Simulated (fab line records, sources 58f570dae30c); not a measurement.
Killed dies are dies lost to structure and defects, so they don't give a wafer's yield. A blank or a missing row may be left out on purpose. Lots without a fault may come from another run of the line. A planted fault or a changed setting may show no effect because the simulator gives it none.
Chamber matching | flow berkeley_cmos170 | UCB170_SPACER_CVD_00 on pecvd-02: 3 sister chambers
The step deposits SiO2 from TEOS/O2, target thk 376 nm, time 47 s. 14 wafers are shown with their chamber, then 7 later ones without.

WAFERS WITH THEIR CHAMBER
wafer  | chamber | heater_power_w (W) | rf_fwd_power_W (W) | pressure_mtorr (mTorr)
L693.2 | 0       | 297                | 546.7              | 8973
L693.4 | 0       | 314                | 547.3              | 9002
L693.5 | 1       | 236                | 544.5              | 9019
L695.4 | 0       | 259                | 543.5              | 8995
L695.5 | 1       | 203                | 547.9              | 8985
L695.6 | 2       | 361                | 542.2              | 9024
L699.2 | 2       | 328                | 544.9              | 9031
L699.4 | 0       | 333                | 544.7              | 9001
L699.5 | 1       | 162                | 545.6              | 8985
L701.1 | 1       | 247                | 547.4              | 9008
L701.3 | 2       | 350                | 541.3              | 8975
L701.5 | 0       | 368                | 545.1              | 8989
L702.1 | 1       | 221                | 545.8              | 8999
L702.2 | 2       | 445                | 542.5              | 8982

SIGNATURES (means of the wafers above)
reading        | chamber 0 | chamber 1 | chamber 2 | scatter within a chamber
heater_power_w | 314.20    | 213.80    | 371.00    | 41.5
rf_fwd_power_W | 545.460   | 546.240   | 542.725   | 1.49
pressure_mtorr | 8992.00   | 8999.20   | 9003.00   | 18.8
Rule: a wafer's distance from a chamber is the root of the sum, over the readings, of the square of ((its reading less the chamber's mean) divided by the reading's scatter). The wafer belongs to the nearest chamber; if the next one is less than 2 further off, it can't be placed. The scatter: the root of (the sum of the squares of (reading less its chamber's mean) over the shown wafers, divided by (wafers less chambers)).

WAFERS WITHOUT THEIR CHAMBER
wafer  | heater_power_w (W) | rf_fwd_power_W (W) | pressure_mtorr (mTorr)
L702.6 | 323                | 544.7              | 9012
L704.1 | 250                | 542.2              | 9006
L704.3 | 313                | 545.3              | 8978
L704.5 | 405                | 538.8              | 9033
L705.1 | 246                | 543.3              | 8988
L705.3 | 168                | 543.9              | 9013
L705.5 | 187                | 546.5              | 8989

WHICH CHAMBER EACH WENT THROUGH
wafer  | from the rows above          | in truth
L702.6 | can't be placed: 0 or 2 or 1 | 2
L704.1 | can't be placed: 0 or 1 or 2 | 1
L704.3 | can't be placed: 0 or 2 or 1 | 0
L704.5 | 2                            | 2
L705.1 | can't be placed: 0 or 1 or 2 | 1
L705.3 | can't be placed: 1 or 0      | 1
L705.5 | 1                            | 1
Placed correctly: 2 of 7. Can't be placed from these rows: 5 (the true chamber is among the candidates in 5). Placed wrongly: 0.
